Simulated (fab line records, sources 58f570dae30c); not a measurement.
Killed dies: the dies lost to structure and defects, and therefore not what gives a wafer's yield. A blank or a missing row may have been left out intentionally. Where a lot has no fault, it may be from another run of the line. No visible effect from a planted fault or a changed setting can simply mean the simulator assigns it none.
Check of tool commonality ; flow berkeley cmos170 ; Sample size 14 lots and 42 wafers

== THE REASON FOR OPENING IT ==
On 2 of the 14 lots, a flag is raised at UCB170_PLDD_CD_MEAS_06 on the reading cd nm. No-fault wafers: 1199.6 nm, standard deviation 1.3.
Rule: a lot gets a flag if all its wafers with a number sit over 4 standard deviations from that mean, or if no wafer of it has a number. All remaining lots are regarded as sound.

lot;measured;on;cd nm (nm), wafer by wafer;flag
L766;day 6 16:51;cd sem-01;1199.1 1200.2 1198.2;
L767;day 6 22:55;cd sem-02;1198.3 1198.5 1198.4;
L769;day 7 10:23;cd sem-01;1199.1 1197.7 1198.2;
L771;day 7 10:42;cd sem-01;1199.3 1199.3 1200.2;
L768;day 7 11:11;cd sem-01;1201.0 1201.2 1201.7;
L774;day 7 18:28;cd sem-01;1200.5 1199.6 1200.1;
L772;day 7 18:46;cd sem-02;1200.2 1200.4 1200.4;
L773;day 7 18:58;cd sem-02;1199.3 1200.4 1200.1;
L776;day 8 07:45;cd sem-01;1199.7 1200.7 1199.0;
L775;day 8 08:02;cd sem-01;1202.2 1202.3 1202.5;
L778;day 9 00:31;cd sem-02;1199.8 1201.5 1202.1;
L782;day 9 09:47;cd sem-02;1186.0 1186.0 1187.2;FLAGGED
L780;day 9 10:03;cd sem-02;1186.7 1187.9 1186.9;FLAGGED
L787;day 10 12:37;cd sem-01;1198.1 1197.9 1199.2;
The mean of the flagged lots' numbers is 1186.8 nm, -12.8 nm from the usual (-10 standard deviations).

== EACH LOT AND THE TOOL IT RAN ON ==
The record holds 1 process step before the reading, out of a route of 331 steps. Cell contents, in order: the tool; ch with the chambers the sampled wafers went through; the start.
lot;flag;UCB170_PLDD_SOFTBAKE_02
L766;;litho track-02 ch 0, day 6 15:58
L767;;litho track-01 ch 0, day 6 22:23
L769;;litho track-04 ch 0, day 7 09:50
L771;;litho track-01 ch 0, day 7 10:02
L768;;litho track-01 ch 0, day 7 10:29
L774;;litho track-04 ch 0, day 7 17:47
L772;;litho track-01 ch 0, day 7 18:13
L773;;litho track-04 ch 0, day 7 18:25
L776;;litho track-01 ch 0, day 8 06:26
L775;;litho track-01 ch 0, day 8 06:53
L778;;litho track-02 ch 0, day 8 23:34
L782;FLAGGED;litho track-02 ch 0, day 9 09:00
L780;FLAGGED;litho track-02 ch 0, day 9 09:26
L787;;litho track-01 ch 0, day 10 11:52
What these steps do:
- UCB170_PLDD_SOFTBAKE_02: time 60 s.
- UCB170_PLDD_CD_MEAS_06: target cd 1200 nm.

== FLAGGED AGAINST TOTAL, ONE TOOL AT A TIME (gauges that did the reading follow at the end) ==
step;tool;lots run;flagged;share of the flagged lots;sound lots run after its first flagged lot
UCB170_PLDD_SOFTBAKE_02;litho track-01;7;0;none;-
UCB170_PLDD_SOFTBAKE_02;litho track-02;4;2;all;0
UCB170_PLDD_SOFTBAKE_02;litho track-04;3;0;none;-
UCB170_PLDD_CD_MEAS_06;cd sem-01;8;0;none;-
UCB170_PLDD_CD_MEAS_06;cd sem-02;6;2;all;0

== WHAT IS ALLOWED BY THE TABLE ==
2 rows of the table ran every flagged lot: litho track-02 at UCB170_PLDD_SOFTBAKE_02, cd sem-02 at UCB170_PLDD_CD_MEAS_06.
- litho track-02 at UCB170_PLDD_SOFTBAKE_02: 2 of its 4 lots flagged. Its last sound lot is L778 (day 8 23:34), its first flagged lot L782 (day 9 09:00): a fault that began between those two fits. Its own readings lie more than 4 standard deviations out on every wafer of the flagged lots: heater power total W, plate temp C.
- cd sem-02 at UCB170_PLDD_CD_MEAS_06: 2 of its 6 lots flagged. Its last sound lot is L778 (day 9 00:31), its first flagged lot L782 (day 9 09:47): a fault that began between those two fits.
Counting lots can't tell these 2 tools apart, because each fits a fault that began at some hour. More lots, or a look at what each step does to the wafer, might.

== WHAT THE SIMULATOR HAD PUT IN ==
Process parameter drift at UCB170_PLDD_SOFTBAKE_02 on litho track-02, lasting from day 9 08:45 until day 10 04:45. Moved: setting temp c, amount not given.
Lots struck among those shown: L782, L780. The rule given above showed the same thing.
